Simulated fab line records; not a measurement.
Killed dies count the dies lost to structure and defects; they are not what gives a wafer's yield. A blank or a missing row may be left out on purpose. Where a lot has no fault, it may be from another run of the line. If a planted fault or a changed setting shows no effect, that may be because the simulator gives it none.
Which tool did it? | flow rit-cmos | 7 lots with 21 wafers sampled at 2 steps, on a route of 202 steps

== WHAT EACH GAUGE READ, for each wafer ==
RIT_M1_RS_MEAS_01: the measuring method here is four-point-probe.
lot  | measured    | on            | M1_AL_RS (ohm/sq)
L267 | day 3 11:51 | film-metro-04 | 0.0728 0.0740 0.0740
L269 | day 3 21:07 | film-metro-01 | 0.0739 0.0743 0.0747
L272 | day 4 15:05 | film-metro-02 | 0.0731 0.0740 0.0746
L274 | day 5 01:13 | film-metro-02 | 0.0740 0.0740 0.0736
L278 | day 5 23:43 | film-metro-01 | 0.0723 0.0737 0.0731
L281 | day 6 10:10 | film-metro-04 | 0.0739 0.0747 0.0502
L288 | day 8 04:52 | film-metro-01 | 0.0729 0.0733 0.0731

== WHAT TOOL EACH LOT RAN ON (gives the tool, then ch and the chambers of the sampled wafers, and finally the start) ==
lot  | RIT_M1_SPUTTER_00
L267 | pvd-sputter-01, day 3 11:32
L269 | pvd-sputter-01, day 3 20:48
L272 | pvd-sputter-01, day 4 14:48
L274 | pvd-sputter-04, day 5 00:54
L278 | pvd-sputter-03, day 5 23:25
L281 | pvd-sputter-01, day 6 09:50
L288 | pvd-sputter-03, day 8 04:35
- RIT_M1_SPUTTER_00: material Al, target thk 400 nm, time 500 s.

== THE ANSWER, worked out from the rows above alone ==
Rule: the lots themselves supply what counts as usual. The widest of any qualifying gaps counts: lots, ordered by their means at a reading, are off when they make up no more than a third of the lots, leave a main group of 4 or more, and stand apart from it by 3 or more times the standard deviation of that group's means. The tables above print the reading to a certain number of digits; a main group whose means all agree to those digits is not used. A lot without any number at a reading at which 4 lots or more have one is off too. The other lots that the step has rows for count as sound.
Off: L281, at RIT_M1_RS_MEAS_01 (M1_AL_RS). Mean 0.0736 ohm/sq and standard deviation 0.00045 in the main group.
If a tool, at a process step before that reading, ran all the lots that are off and no sound lot after the first of them, it fits. The gauges at RIT_M1_RS_MEAS_01 are tried like those tools. Can't be told from this: 2 tools fit, pvd-sputter-01 at RIT_M1_SPUTTER_00, film-metro-04 at RIT_M1_RS_MEAS_01.

== WHAT THE SIMULATOR HAD INSERTED ==
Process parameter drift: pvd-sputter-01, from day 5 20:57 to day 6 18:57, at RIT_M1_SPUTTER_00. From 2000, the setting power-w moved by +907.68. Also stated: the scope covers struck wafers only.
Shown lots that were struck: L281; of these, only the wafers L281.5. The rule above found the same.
